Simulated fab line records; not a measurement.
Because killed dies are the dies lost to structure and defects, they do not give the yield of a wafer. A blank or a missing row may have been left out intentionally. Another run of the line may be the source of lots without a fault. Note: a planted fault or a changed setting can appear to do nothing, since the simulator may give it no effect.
A lot that was struck, set against a sound lot || flow ritCmos || 15 out of 202 route steps
Sound: the wafers L945.1, L945.4, L945.6. Wafers L966.2, L966.4, L966.6 were the ones struck. At the end, the cause is stated.
For every step that has rows: the tool of each side, followed by ch and its chambers, followed by its first start. Under that, the readings that differ: sound wafers || struck wafers || difference of the means || sigmas: that difference in standard deviations of wafers without a fault.
alike: readings whose means differ by less than 2 such deviations, and words and numbers that are the same on both sides. not compared: withheld readings, readings that some wafer has no value for, bounds like >300 that may hide the same value, and numbers for which the record gives no deviation and whose values overlap.
Wherever a step has rows on one side only, a row that says differs or no value, or a row with sigmas, the two part there. When numbers do not overlap yet have no deviation, they are printed without sigmas and do not part them. Lack of a reading on every wafer of one side parts them only where that side has two or more wafers.

RIT_GATE_THK_MEAS_07:
  sound on filmMetro-02, day 2 16:01; struck on filmMetro-02, day 6 23:43
  alike: GATE_OXIDE_THK
then, 1 step without rows for these wafers: RIT_GATE_CVD_08 (deposits poly-Si from SiH4, target thk 250 nm, time 2220 s).
RIT_GATE_THK_MEAS_09:
  sound on filmMetro-02, day 2 17:42; struck on filmMetro-02, day 7 01:23
  alike: GATE_POLY_THK
then, 6 steps without rows for these wafers: RIT_GATE_HMDS_10 (prime time 60 s); RIT_GATE_COAT_11 (resist thk 850 nm); RIT_GATE_SOFTBAKE_12 (time 60 s); RIT_GATE_EXPOSE_13 (exposes mask M6, target cd 150 nm); RIT_GATE_PEB_14; RIT_GATE_DEVELOP_15 (develop time 50 s).
RIT_GATE_CD_MEAS_16 targets a cd of 150 nm.
  sound on cdSem-01, day 2 18:38; struck on cdSem-02, day 7 02:19
  alike: cdNm
RIT_GATE_OVL_MEAS_17:
  sound on overlay-01, day 2 18:45; struck on overlay-01, day 7 02:25
  alike: GATE_OVL
then, 1 step without rows for these wafers: RIT_GATE_HARDBAKE_18 (time 60 s).
RIT_GATE_ETCH_19: etches poly-Si in SF6/CHF3/O2, stops on SiO2, time 165 s, target depth 312.5 nm.
  sound on rieSi-02 ch 0,2, day 2 18:56; struck on rieSi-01 ch 0,2, day 7 02:36
  no value came back on the struck wafers for any of 6 readings (CHF3_flow_sccm (sccm), O2_flow_sccm (sccm) and others); on the sound wafers CHF3_flow_sccm (sccm) reads 30.09 30.06 30.06
{"reading": "model.NOVOLAK_of_GATE_COAT_11.thkNm (nm)", "sound": "667 671.7 666.3", "struck": "751.6 753.3 751", "difference": "+83.6", "sigmas": ""}
{"reading": "model.SiO2_of_FOX2_OXIDATION_00.thkNm (nm)", "sound": "239.7 246.7 247.8", "struck": "248.3 253.3 249.6", "difference": "+5.7", "sigmas": ""}
  not compared: rfHoursCounterH
RIT_GATE_STRIP_20: strips in O2, time 180 s.
  sound on plasmaAsher-02 ch 0,1, day 2 19:02; struck on plasmaAsher-02 ch 0,1, day 7 02:43
  alike: drypumpMotorCurrentA
  not compared: rfHoursCounterH
RIT_GATE_CD_MEAS_90 targets a cd of 150 nm.
  sound on cdSem-01, day 2 19:13; struck on cdSem-01, day 7 02:54
{"reading": "cdNm (nm)", "sound": "151.0 149.7 145.9", "struck": "- - -", "difference": "no value on the struck wafers", "sigmas": ""}

## WHERE THEY PART
First at RIT_GATE_ETCH_19; last, within this record, at RIT_GATE_CD_MEAS_90.

WHY: the cause the simulator had injected
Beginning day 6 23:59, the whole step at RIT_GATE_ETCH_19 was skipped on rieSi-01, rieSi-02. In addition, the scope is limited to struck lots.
